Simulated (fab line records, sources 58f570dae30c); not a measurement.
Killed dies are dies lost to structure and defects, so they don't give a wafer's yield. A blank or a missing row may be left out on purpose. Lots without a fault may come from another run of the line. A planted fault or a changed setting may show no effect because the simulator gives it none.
Split-lot experiment | flow berkeley_cmos170 | 5 lots, 27 wafers read, on a route of 331 steps

THE SPLIT
At UCB170_PSD_DEVELOP_05 (develop time 45 s), the setting develop_time_s was moved away from the recipe's 45 s on 6 of the 27 wafers read, by -57.8% to -56.8%. The other wafers ran this setting at the recipe's value.

The file shows no step between the split and the reading.

THE READING
cd_nm, in nm, at UCB170_PSD_CD_MEAS_06 (target cd 1200 nm). Fault-free wafers of this fab line usually give 1199.5 nm, standard deviation 1.1 nm.

wafer  | tool, chamber at the split | develop_time_s as run, s | against the recipe | cd_nm, nm | against lot-mates on the recipe
L075.1 | litho_track-03, 0          | 45                       | recipe             | 1199.4    | -
L075.2 | litho_track-03, 0          | 45                       | recipe             | 1198.9    | -
L075.3 | litho_track-03, 0          | 45                       | recipe             | 1199.7    | -
L075.4 | litho_track-03, 0          | 45                       | recipe             | 1200.1    | -
L075.5 | litho_track-03, 0          | 45                       | recipe             | 1199.2    | -
L075.6 | litho_track-03, 0          | 45                       | recipe             | 1199.5    | -
L079.1 | litho_track-04, 0          | 19.43                    | -56.8%             | 1192.0    | -7.8
L079.2 | litho_track-04, 0          | 45                       | recipe             | 1200.1    | -
L079.3 | litho_track-04, 0          | 45                       | recipe             | 1199.1    | -
L079.4 | litho_track-04, 0          | 45                       | recipe             | 1200.3    | -
L079.5 | litho_track-04, 0          | 19.43                    | -56.8%             | 1192.9    | -6.9
L079.6 | litho_track-04, 0          | 19.43                    | -56.8%             | 1192.3    | -7.5
L080.1 | litho_track-04, 0          | 45                       | recipe             | 1199.5    | -
L080.2 | litho_track-04, 0          | 45                       | recipe             | 1199.1    | -
L080.3 | litho_track-04, 0          | 45                       | recipe             | 1198.5    | -
L083.1 | litho_track-01, 0          | 45                       | recipe             | 1198.2    | -
L083.2 | litho_track-01, 0          | 45                       | recipe             | 1198.2    | -
L083.3 | litho_track-01, 0          | 45                       | recipe             | 1197.9    | -
L083.4 | litho_track-01, 0          | 45                       | recipe             | 1198.7    | -
L083.5 | litho_track-01, 0          | 45                       | recipe             | 1200.2    | -
L083.6 | litho_track-01, 0          | 45                       | recipe             | 1200.1    | -
L082.1 | litho_track-01, 0          | 18.98                    | -57.8%             | 1191.5    | -8.4
L082.2 | litho_track-01, 0          | 45                       | recipe             | 1199.4    | -
L082.3 | litho_track-01, 0          | 45                       | recipe             | 1199.7    | -
L082.4 | litho_track-01, 0          | 18.98                    | -57.8%             | 1192.6    | -7.3
L082.5 | litho_track-01, 0          | 18.98                    | -57.8%             | 1193.0    | -6.9
L082.6 | litho_track-01, 0          | 45                       | recipe             | 1200.5    | -

THE FIT
A straight line over all 27 wafers: cd_nm changes by +0.121 nm for each +1% of develop_time_s; r = +0.97; the points scatter about the line by 0.72 nm.
The same after taking each lot's own level away (the mean of its wafers on the recipe; 27 wafers): +0.13 nm for each +1%; r = +0.98; scatter 0.62 nm.
On that fit, the largest move of develop_time_s shifts the reading by 7.5 nm.
The lots' own levels span 1198.88 to 1199.87 nm, that is 0.9 times the standard deviation above.
So the lot-to-lot level changes the slope little: the two slopes agree.
Check: with one of the wafers moved furthest among these (-57.8%) left out of the fit, the line predicts -7.36 nm for it against its lot-mates. It came out at -8.37 nm against them.

OTHER SPLITS ON THESE WAFERS
These wafers also went through other splits before the reading. Each is held against what the fit with the lots' levels taken away leaves over:
other split on the same wafers | wafers away from the commonest value | r with cd_nm (lot level and that fit taken away)
UCB170_NWELL_ETCH_13 time_s    | 9                                    | -0.15
UCB170_ACTIVE_CVD_05 time_s    | 18                                   | -0.02

THE FILE'S OWN FIT
cd_nm changes by +0.13 nm for each +1% of develop_time_s, r = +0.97.
